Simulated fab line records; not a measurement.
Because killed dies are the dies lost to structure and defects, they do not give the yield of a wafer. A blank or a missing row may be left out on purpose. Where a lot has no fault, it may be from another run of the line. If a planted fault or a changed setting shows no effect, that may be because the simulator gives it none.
Struck lot and sound lot, side by side -- flow berkeley-cmos170 -- 16 steps out of a route of 331
Sound: these wafers, L290.1, L290.2, L290.5. Wafers struck: L296.1, L296.4, L296.6. Last of all comes the cause.
Per side, at each step with rows, come the tool, then ch with its chambers, and then its first start. Under that, the readings that differ: sound wafers -- struck wafers -- difference of the means -- sigmas: that difference in standard deviations of wafers without a fault.
alike: a reading whose means differ by less than 2 such deviations, as well as words and numbers matching on both sides. not compared: withheld readings; readings where some wafer has no value; bounds like >300 that might hide an equal value; numbers whose values overlap and for which the record gives no deviation.
A row with sigmas, a row that says differs or no value, or rows on one side alone: a step with any of these is where the two part. Numbers that have no deviation but don't overlap get no sigmas and don't part them. A reading that every wafer of one side lacks parts them only if that side has two wafers or more.

first, 2 steps without rows for these wafers: UCB170_V2_PEB_10; UCB170_V2_DEVELOP_11 (develop time 45 s).
UCB170_V2_CD_MEAS_12: the cd target is 700 nm.
  sound on cd-sem-01, day 8 17:28; struck on cd-sem-02, day 10 07:29
  alike: cd-nm
UCB170_V2_OVL_MEAS_13:
  sound on overlay-01, day 8 17:35; struck on overlay-02, day 10 07:37
  alike: V2_OVL
UCB170_V2_ETCH_14: etches SiO2 in CHF3/CF4/Ar, stops on Al, target depth 1250 nm, time 291 s.
  sound on rie-diel-02 ch 0,1,3, day 8 17:37; struck on rie-diel-03 ch 0,1,2, day 10 07:38
  alike: drypump-motor-current-A, oes-product-au, throttle-valve-pct
  not compared: rf-hours-counter-h
UCB170_V2_STRIP_15: strips in O2.
  sound on plasma-asher-03 ch 0,1, day 8 17:48; struck on plasma-asher-03 ch 1, day 10 07:49
  alike: drypump-motor-current-A, oes-product-au, strip-time-to-endpoint-s
  not compared: rf-hours-counter-h
UCB170_V2_CD_MEAS_90: the cd target is 700 nm.
  sound on cd-sem-01, day 8 17:54; struck on cd-sem-01, day 10 07:55
  alike: cd-nm
then, 1 step without rows for these wafers: UCB170_M3_PRE_CLEAN_00 (preclean etch time 60 s).
UCB170_M3_SPUTTER_01: material Al, target thk 900 nm, time 120 s.
  sound on pvd-sputter-02, day 8 18:05; struck on pvd-sputter-02, day 10 08:07
  alike: throttle-valve-pct
UCB170_M3_RS_MEAS_02: uses a four-point probe to measure.
  sound on film-metro-01, day 8 18:10; struck on film-metro-03, day 10 08:11
  alike: M3_AL_RS
UCB170_M3_THK_MEAS_03: measures by xrf.
  sound on film-metro-01, day 8 18:17; struck on film-metro-03, day 10 08:19
  alike: M3_AL_THK
then, 1 step without rows for these wafers: UCB170_M3_HMDS_04 (prime time 60 s).
UCB170_M3_COAT_05: resist thk 900 nm.
  sound on litho-track-01 ch 0, day 8 18:30; struck on litho-track-02 ch 0, day 10 08:36
reading,sound,struck,difference,sigmas
model.KrF_of_M3_COAT_05.thk-nm (nm),896.2 895.8 897.4,927.8 925.1 927.4,+30.3,
then, 1 step without rows for these wafers: UCB170_M3_SOFTBAKE_06 (time 60 s).
UCB170_M3_STRIP_07: strips in O2.
  sound on plasma-asher-03 ch 0,1, day 8 18:48; struck on plasma-asher-03 ch 0,1, day 10 08:54
reading,sound,struck,difference,sigmas
strip-time-to-endpoint-s (s),21.86 21.85 21.89,22.63 22.58 22.62,+0.74,+12
  alike: drypump-motor-current-A, oes-product-au
  not compared: rf-hours-counter-h
then, 1 step without rows for these wafers: UCB170_M3_STRIP_08 (strips KrF in DMSO, time 600 s).

## WHERE THEY PART
At UCB170_M3_STRIP_07 and nowhere else, as far as this record goes.

WHY: the cause the simulator had injected
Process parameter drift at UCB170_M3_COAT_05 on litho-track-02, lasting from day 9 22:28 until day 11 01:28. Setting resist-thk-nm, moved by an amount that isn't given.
